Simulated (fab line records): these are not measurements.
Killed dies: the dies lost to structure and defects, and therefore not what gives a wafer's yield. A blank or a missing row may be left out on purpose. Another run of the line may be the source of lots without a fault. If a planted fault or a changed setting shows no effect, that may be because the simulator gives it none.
Struck lot and sound lot, side by side    flow rit_cmos    34 out of 202 route steps
Sound: the wafers L437.1, L437.4, L437.5. Struck: wafers L449.3, L449.4, L449.6. The cause is given at the end.
For every step that has rows: the tool of each side, followed by ch and its chambers, followed by its first start. Under that, the readings that differ: sound wafers    struck wafers    difference of the means    sigmas: that difference in standard deviations of wafers without a fault.
alike: readings with means less than 2 such deviations apart, plus words and numbers identical on both sides. not compared: withheld readings, readings lacking a value on some wafer, bounds such as >300 that could conceal the same value, and numbers that have no deviation in the record and whose values overlap.
Wherever a step has rows on one side only, a row that says differs or no value, or a row with sigmas, the two part there. When numbers do not overlap yet have no deviation, they are printed without sigmas and do not part them. A reading that every wafer of one side lacks parts them only if that side has two wafers or more.

first, 2 steps without rows for these wafers: RIT_SPACER_CLEAN_02 (cleans in SC2, time 600 s); RIT_SPACER_CVD_03 (deposits Si3N4 from SiH2Cl2/NH3, target thk 250 nm, time 3300 s).
RIT_SPACER_THK_MEAS_04:
  struck on film_metro-01, day 6 03:04; sound on film_metro-02, day 3 14:56
  alike: SPACER_NITRIDE_THK
RIT_SPACER_ETCHBACK_05: etches Si3N4 in SF6/CHF3, stops on SiO2, target depth 250 nm, time 240 s.
  sound on rie_diel-01 ch 0,2, day 3 14:59; struck on rie_diel-04 ch 0,1,3, day 6 03:06
  alike: drypump_motor_current_A, oes_product_au, throttle_valve_pct
  not compared: rf_hours_counter_h
then, 6 steps without rows for these wafers: RIT_NSD_HMDS_00 (prime time 60 s); RIT_NSD_COAT_01 (resist thk 1000 nm); RIT_NSD_SOFTBAKE_02 (time 60 s); RIT_NSD_EXPOSE_03 (exposes mask M9, target cd 40700 nm); RIT_NSD_PEB_04; RIT_NSD_DEVELOP_05 (develop time 50 s).
RIT_NSD_OVL_MEAS_06:
  struck on overlay-01, day 6 04:14; sound on overlay-02, day 3 16:10
  alike: NSD_OVL
then, 1 step without rows for these wafers: RIT_NSD_HARDBAKE_07 (time 60 s).
RIT_NSD_IMPLANT_08:
  sound on implanter-03 ch 0, day 3 16:21; struck on implanter-02 ch 0, day 6 04:28
RIT_NSD_STRIP_09: strips in O2, time 180 s.
  sound on plasma_asher-04 ch 0,1, day 3 16:30; struck on plasma_asher-04 ch 0,1, day 6 04:37
  alike: drypump_motor_current_A
  not compared: rf_hours_counter_h
RIT_NSD_TW_MEAS_10:
  struck on film_metro-02, day 6 04:45; sound on film_metro-02, day 3 16:41
  alike: NSD_TW
then, 6 steps without rows for these wafers: RIT_PSD_HMDS_00 (prime time 60 s); RIT_PSD_COAT_01 (resist thk 1000 nm); RIT_PSD_SOFTBAKE_02 (time 60 s); RIT_PSD_EXPOSE_03 (exposes mask M10, target cd 40900 nm); RIT_PSD_PEB_04; RIT_PSD_DEVELOP_05 (develop time 48.93 s).
RIT_PSD_OVL_MEAS_06:
  struck on overlay-02, day 6 05:47; sound on overlay-01, day 3 17:45
  alike: PSD_OVL
then, 2 steps without rows for these wafers: RIT_PSD_HARDBAKE_07 (time 60 s); RIT_PSD_IMPLANT_08.
RIT_PSD_STRIP_09: strips in O2, time 180 s.
  sound on plasma_asher-01 ch 0,1, day 3 18:05; struck on plasma_asher-01 ch 0,1, day 6 06:10
  alike: drypump_motor_current_A
  not compared: rf_hours_counter_h
RIT_PSD_TW_MEAS_10:
  struck on film_metro-01, day 6 06:18; sound on film_metro-01, day 3 18:16
  alike: PSD_TW
then, 3 steps without rows for these wafers: RIT_SDANNEAL_CLEAN_00 (cleans in SC1, time 600 s); RIT_SDANNEAL_CLEAN_01 (cleans in dHF, time 30 s); RIT_SDANNEAL_CLEAN_02 (cleans in SC2, time 600 s).
RIT_SDANNEAL_RTA_03: time 5 s.
  sound on rtp_anneal-02 ch 0, day 3 18:42; struck on rtp_anneal-02 ch 0, day 6 06:44
  alike: ramp_down_c_per_s, wafer_temp_C_max
RIT_SDANNEAL_RS_MEAS_04: measures by four-point-probe.
  struck on film_metro-04, day 6 06:49; sound on film_metro-04, day 3 18:46
  alike: PSD_RS
RIT_SDANNEAL_RS_MEAS_05: measures by four-point-probe.
  struck on film_metro-04, day 6 06:56; sound on film_metro-04, day 3 18:53
reading          sound              struck  difference                     sigmas
NSD_RS (ohm/sq)  84.39 84.44 84.30  - - -   no value on the struck wafers  
RIT_SDANNEAL_RS_MEAS_06: measures by four-point-probe.
  struck on film_metro-04, day 6 07:03; sound on film_metro-04, day 3 19:00
  alike: PLDD_RS
RIT_M1_PROBE_99:
  struck on prober-01, day 6 14:06; sound on prober-01, day 4 02:02
reading                                  sound              struck             difference  sigmas
model.etest.contact_nplus.end_ohm_um     43.26 43.12 43.2   43.94 43.32 43.86  +0.51       
model.etest.diode_nplus_pwell.bv_v (V)   5.951 5.86 5.923   5.746 5.835 5.78   -0.124      
model.etest.diode_nplus_pwell.cj_ff_um2  2.088 2.097 2.092  2.13 2.118 2.148   +0.04       
model.etest.diode_nplus_comb.cj_ff_um2   2.72 2.703 2.715   2.661 2.688 2.699  -0.030      
  alike: killed_at_front_end, killed_dies, killed_open, killed_short
  not compared: model.etest.nmos_0p3.bv_v, model.etest.nmos_0p15.bv_v

WHERE THEY PART
RIT_SDANNEAL_RS_MEAS_05 only, going by this record. Later steps at which nothing parts them and some readings are alike: RIT_SDANNEAL_RS_MEAS_06, RIT_M1_PROBE_99.

WHY: whatever the simulator had introduced
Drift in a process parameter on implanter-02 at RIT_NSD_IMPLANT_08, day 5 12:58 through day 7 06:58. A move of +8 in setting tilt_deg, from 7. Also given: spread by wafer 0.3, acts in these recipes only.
